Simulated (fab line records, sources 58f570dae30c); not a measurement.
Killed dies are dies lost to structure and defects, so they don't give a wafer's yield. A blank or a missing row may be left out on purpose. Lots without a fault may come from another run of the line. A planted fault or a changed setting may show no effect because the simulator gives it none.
fab line records | flow berkeley_cmos170
record lots=14 wafers=42 last_day=14
route steps=331 shown CONTACT@226
lots that met no fault: from a run of the same line without faults
start_h: hours from the record's first day to the start of the lot's first wafer shown | wait_h: hours since the lot's step before | " the same as in the row above | L1.1+2: a row that stands for several wafers | - no value, or no start given | * or withheld: withheld | < > ~ a bound
route shown NAME@n: a module of which the file shows steps, and the number in the route of the first | usual: mean/standard deviation of fault-free wafers | same: alike in all rows | chamber/n: place in a boat | sites: the reading at each site | _std_site: their standard deviation | _edge_site: outer sites' mean less inner sites' | radius_mm: how far each site lies from the wafer's centre | mask NAME#n: copy n | behind: the tool/chamber that last shaped the wafer | hold: why the lot was held/for how many hours/how that ended | device: the transistor (n, p or np) that didn't switch | end of line: the same wafers' tests at the end of the route | a step without rows: its recipe alone | killed: dies lost to structure and defects at the first sort, not the wafer's yield | map: a wafer's dies, x killed, . not, _ none there
set.NAME: the setting as run; set.NAME@STEP: as run at that earlier step | model.NAME: the simulator's own value behind a step, which no gauge read
steps of the route over a sample of lots; a table a step, a row a wafer
## steps
# step UCB170_CONTACT_COAT_10
# recipe resist=KrF spin_rpm=1500 resist_thk_nm=900
# columns lot.wafer tool chamber start_h wait_h
L478.1+2+5 litho_track-02 0 184 -
L479.1+4+6 litho_track-01 0 185 -
L481.2+3+4 litho_track-01 0 193 -
L483.3+4+5 litho_track-03 0 218 -
L485.1+2+6 litho_track-01 0 218 -
L484.1+2+6 litho_track-03 0 220 -
L486.1+5+6 litho_track-03 0 229 -
L488.1+3+4 litho_track-02 0 247 -
L490.2+3+4 litho_track-01 0 247 -
L493.2+4+6 litho_track-03 0 260 -
L495.2+3+4 litho_track-01 0 286 -
L497.3+5+6 litho_track-01 0 297 -
L498.1+2+3 litho_track-02 0 299 -
L499.1+4+5 litho_track-02 0 306 -
# step UCB170_CONTACT_CD_MEAS_15
# recipe target_cd_nm=700
# usual cd_nm=699.6/1.6
# columns lot.wafer tool chamber start_h wait_h cd_nm
L478.1 cd_sem-02 - 185.84 - 700.4
L478.2 " - " " 699.5
L478.5 " - " " 700.6
L479.1 cd_sem-01 - 186.00 - 699.1
L479.4 " - " " 699.2
L479.6 " - " " 698.5
L481.2 cd_sem-01 - 194.22 - 698.0
L481.3 " - " " 698.5
L481.4 " - " " 697.1
L483.3 cd_sem-01 - 219.92 - 697.8
L483.4 " - " " 699.2
L483.5 " - " " 697.5
L485.1 cd_sem-02 - 220.06 - 701.6
L485.2 " - " " 701.9
L485.6 " - " " 701.1
L484.1 cd_sem-01 - 220.90 - 703.0
L484.2 " - " " 701.5
L484.6 " - " " 701.1
L486.1 cd_sem-01 - 230.78 - 696.1
L486.5 " - " " 695.8
L486.6 " - " " 695.0
L488.1 cd_sem-02 - 248.10 - 702.5
L488.3 " - " " 702.2
L488.4 " - " " 702.5
L490.2 cd_sem-01 - 248.36 - 698.8
L490.3 " - " " 698.7
L490.4 " - " " 698.3
L493.2 cd_sem-01 - 261.50 - 700.5
L493.4 " - " " 700.0
L493.6 " - " " 700.8
L495.2 cd_sem-02 - 287.71 - 694.7
L495.3 " - " " 694.8
L495.4 " - " " 694.3
L497.3 cd_sem-01 - 298.29 - 693.0
L497.5 " - " " 692.2
L497.6 " - " " 692.2
L498.1 cd_sem-02 - 300.53 - 698.8
L498.2 " - " " 699.1
L498.3 " - " " 699.2
L499.1 cd_sem-01 - 307.29 - 699.2
L499.4 " - " " 700.3
L499.5 " - " " 698.5
## key
first_sign step=UCB170_CONTACT_CD_MEAS_15 reading=cd_nm direction=down sigmas=3.8 usual=699.6 struck=693.5
effect none on later readings
met_at UCB170_CONTACT_COAT_10
struck_lots L495,L497
tester_left_out L495,L497
onset_between 247 286
fault kind=process_parameter_drift tool=litho_track-01 chamber=- onset_h=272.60 steps=UCB170_CONTACT_COAT_10 channel=resist_thk_nm offset=* shape=step end_h=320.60 acts_in=* stated=*
# tester_left_out: of these lots the tester's yield and bins aren't shown, on N5 and GAA mostly nor the transistor test; their killed dies are dies lost to structure and defects alone, not to doping, threshold or leakage, so they don't give the yield
